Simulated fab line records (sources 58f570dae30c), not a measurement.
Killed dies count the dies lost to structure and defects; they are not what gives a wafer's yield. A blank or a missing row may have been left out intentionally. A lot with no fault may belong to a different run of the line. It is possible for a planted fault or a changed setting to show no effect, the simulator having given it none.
Comparing a struck lot with a sound one ; flow berkeley_cmos170 ; 16 steps out of a route of 331
Sound: these wafers, L809.1, L809.2, L809.4. Struck: wafers L815.4, L815.6. (L815.1 of the same lot was not struck and is left out.) The cause comes at the end.
Per side, at each step with rows, come the tool, then ch with its chambers, and then its first start. Under that, the readings that differ: sound wafers ; struck wafers ; difference of the means ; sigmas: that difference in standard deviations of wafers without a fault.
alike: same words and numbers on both sides, and readings whose means sit less than 2 such deviations apart. not compared: any withheld reading, any reading some wafer has no value for, any bound like >300 that may hide the same value, and any number with overlapping values for which the record gives no deviation.
Wherever a step has rows on one side only, a row that says differs or no value, or a row with sigmas, the two part there. Non-overlapping numbers with no deviation appear without sigmas and do not part them. Lack of a reading on every wafer of one side parts them only where that side has two or more wafers.

UCB170_V2_CMP_02: polishes SiO2.
  sound on cmp-02 ch 0,2,3, day 8 14:16; struck on cmp-01 ch 0,3, day 9 15:22
  alike: motor_current_A
UCB170_V2_BOW_MEAS_03:
  sound on film_metro-03, day 8 14:34; struck on film_metro-01, day 9 15:37
  alike: V2_BOW
UCB170_V2_THK_MEAS_04:
  sound on film_metro-03, day 8 14:41; struck on film_metro-01, day 9 15:44
  alike: V2_POLISHED_THK
then, 7 steps without rows for these wafers: UCB170_V2_CLEAN_05 (cleans in DIW); UCB170_V2_HMDS_06 (prime time 60 s); UCB170_V2_COAT_07 (resist thk 900 nm); UCB170_V2_SOFTBAKE_08 (time 60 s); UCB170_V2_EXPOSE_09 (exposes mask VIA2, target cd 700 nm); UCB170_V2_PEB_10; UCB170_V2_DEVELOP_11 (develop time 45 s).
UCB170_V2_CD_MEAS_12 targets a cd of 700 nm.
  sound on cd_sem-02, day 8 16:10; struck on cd_sem-01, day 9 17:19
  alike: cd_nm
UCB170_V2_OVL_MEAS_13:
  sound on overlay-01, day 8 16:17; struck on overlay-02, day 9 17:26
  alike: V2_OVL
UCB170_V2_ETCH_14: etches SiO2 in CHF3/CF4/Ar, stops on Al, target depth 1250 nm, time 291 s.
  sound on rie_diel-04 ch 1,2,3, day 8 16:19; struck on rie_diel-03 ch 0, day 9 17:28
reading;sound;struck;difference;sigmas
drypump_motor_current_A (A);5.77 5.69 5.45;6.43 6.40;+0.78;+3
model.KrF_of_V2_COAT_07.thk_nm (nm);609.9 602 607.5;624.5 630.1;+20.8;
  alike: cf4_flow_sccm, chamber_pressure_mTorr, oes_product_au, throttle_valve_pct
  not compared: rf_hours_counter_h
UCB170_V2_STRIP_15: strips in O2.
  sound on plasma_asher-03 ch 0,1, day 8 16:30; struck on plasma_asher-01 ch 0,1, day 9 17:39
reading;sound;struck;difference;sigmas
strip_time_to_endpoint_s (s);15.31 15.12 15.24;15.65 15.78;+0.49;+4
  alike: chamber_pressure_mTorr, drypump_motor_current_A, oes_product_au
  not compared: rf_hours_counter_h
UCB170_V2_CD_MEAS_90 targets a cd of 700 nm.
  sound on cd_sem-02, day 8 16:36; struck on cd_sem-01, day 9 17:45
  alike: cd_nm
UCB170_M3_PROBE_99:
  only the struck wafers here have rows in the record (prober-02, day 9 20:49); the sound ones have none

## WHERE THEY PART
Earliest at UCB170_V2_ETCH_14; latest, in this record, at UCB170_M3_PROBE_99.

WHY: whatever the simulator had introduced
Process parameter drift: rie_diel-03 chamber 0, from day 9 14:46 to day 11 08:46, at UCB170_V2_ETCH_14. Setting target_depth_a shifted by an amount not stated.
